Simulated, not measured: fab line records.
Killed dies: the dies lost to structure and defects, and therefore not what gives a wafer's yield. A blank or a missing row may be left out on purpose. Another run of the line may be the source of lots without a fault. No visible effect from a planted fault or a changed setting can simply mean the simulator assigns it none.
Shared-tool check -- flow berkeleyCmos170 -- 42 wafers sampled across 14 lots

== WHY IT WAS OPENED ==
UCB170_NWELL_THK_MEAS_05, reading NWELL_NITRIDE_THK: flagged on 2 of 14 lots. Wafers without a fault read 224.5 nm, standard deviation 2.4.
Rule: flag the lot when none of its wafers has a number, or when each of its wafers that has one lies beyond 4 standard deviations from that mean. The other lots count as sound.

lot,measured,on,"NWELL_NITRIDE_THK (nm), wafer by wafer",flag
L772,day 2 04:14,filmMetro-02,221.9 221.2 221.9,
L773,day 2 07:59,filmMetro-01,222.5 222.7 223.4,
L774,day 2 18:17,filmMetro-04,227.1 225.4 225.4,
L776,day 3 03:43,filmMetro-04,227.3 226.6 226.0,
L775,day 3 03:44,filmMetro-02,226.7 225.9 224.4,
L777,day 3 11:08,filmMetro-04,227.1 227.5 225.6,
L779,day 3 19:43,filmMetro-02,391.0 391.1 391.5,FLAGGED
L780,day 4 03:48,filmMetro-02,388.9 386.9 387.4,FLAGGED
L784,day 4 09:18,filmMetro-01,223.1 222.6 224.2,
L787,day 5 09:14,filmMetro-02,227.3 228.2 225.6,
L788,day 5 09:15,filmMetro-04,224.3 224.8 227.3,
L789,day 5 14:18,filmMetro-01,227.7 226.5 226.8,
L793,day 6 15:14,filmMetro-01,225.6 221.7 226.0,
L794,day 6 15:17,filmMetro-02,223.1 221.0 221.0,
Average over the flagged lots: 389.5 nm; offset from the usual +165.0 nm, equal to +69 standard deviations.

== EACH LOT AND THE TOOL IT RAN ON ==
The record keeps 1 process step preceding the reading, out of 331 steps on the route. Cell contents, in order: the tool; ch with the chambers the sampled wafers went through; the start.
lot,flag,UCB170_NWELL_CVD_04
L772,,"lpcvd-02 ch 0, day 2 02:19"
L773,,"lpcvd-02 ch 0, day 2 06:01"
L774,,"lpcvd-01 ch 0, day 2 16:21"
L776,,"lpcvd-01 ch 1, day 3 01:47"
L775,,"lpcvd-01 ch 1, day 3 01:47"
L777,,"lpcvd-01 ch 1, day 3 09:12"
L779,FLAGGED,"lpcvd-01 ch 0, day 3 17:47"
L780,FLAGGED,"lpcvd-01 ch 1, day 4 01:52"
L784,,"lpcvd-02 ch 1, day 4 07:17"
L787,,"lpcvd-02 ch 1, day 5 07:17"
L788,,"lpcvd-02 ch 0, day 5 07:17"
L789,,"lpcvd-02 ch 1, day 5 12:22"
L793,,"lpcvd-02 ch 0, day 6 13:14"
L794,,"lpcvd-02 ch 1, day 6 13:14"
What the steps here do:
- UCB170_NWELL_CVD_04: deposits Si3N4 from SiH2Cl2/NH3, target thk 224 nm, time 3360 s.
- UCB170_NWELL_THK_MEAS_05

== FLAGGED OVER TOTAL, TOOL BY TOOL (the gauges that took the reading come last) ==
step,tool,lots run,flagged,share of the flagged lots,sound lots run after its first flagged lot
UCB170_NWELL_CVD_04,lpcvd-01,6,2,all,0
UCB170_NWELL_CVD_04,lpcvd-02,8,0,none,-
UCB170_NWELL_THK_MEAS_05,filmMetro-01,4,0,none,-
UCB170_NWELL_THK_MEAS_05,filmMetro-02,6,2,all,"2 (L787,L794)"
UCB170_NWELL_THK_MEAS_05,filmMetro-04,4,0,none,-

== WHAT IS ALLOWED BY THE TABLE ==
Table rows that saw every flagged lot: 2, namely lpcvd-01 at UCB170_NWELL_CVD_04 and filmMetro-02 at UCB170_NWELL_THK_MEAS_05.
- lpcvd-01 at UCB170_NWELL_CVD_04 ran 6 lots, 2 of them flagged. Last sound lot L777 at day 3 09:12, first flagged lot L779 at day 3 17:47; a fault beginning in between fits.
- filmMetro-02 at UCB170_NWELL_THK_MEAS_05 ran 6 lots, 2 of them flagged. Lots that were sound ran on it after the first flagged one (L787, L794); a persistent fault on the entire tool would not allow that.
lpcvd-01 at UCB170_NWELL_CVD_04 is the single tool remaining.

== WHAT THE SIMULATOR HAD INSERTED ==
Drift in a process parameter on lpcvd-01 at UCB170_NWELL_CVD_04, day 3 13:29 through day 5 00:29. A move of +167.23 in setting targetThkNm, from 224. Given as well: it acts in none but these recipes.
Struck lots among those shown: L779, L780. The rule above reached the same finding.
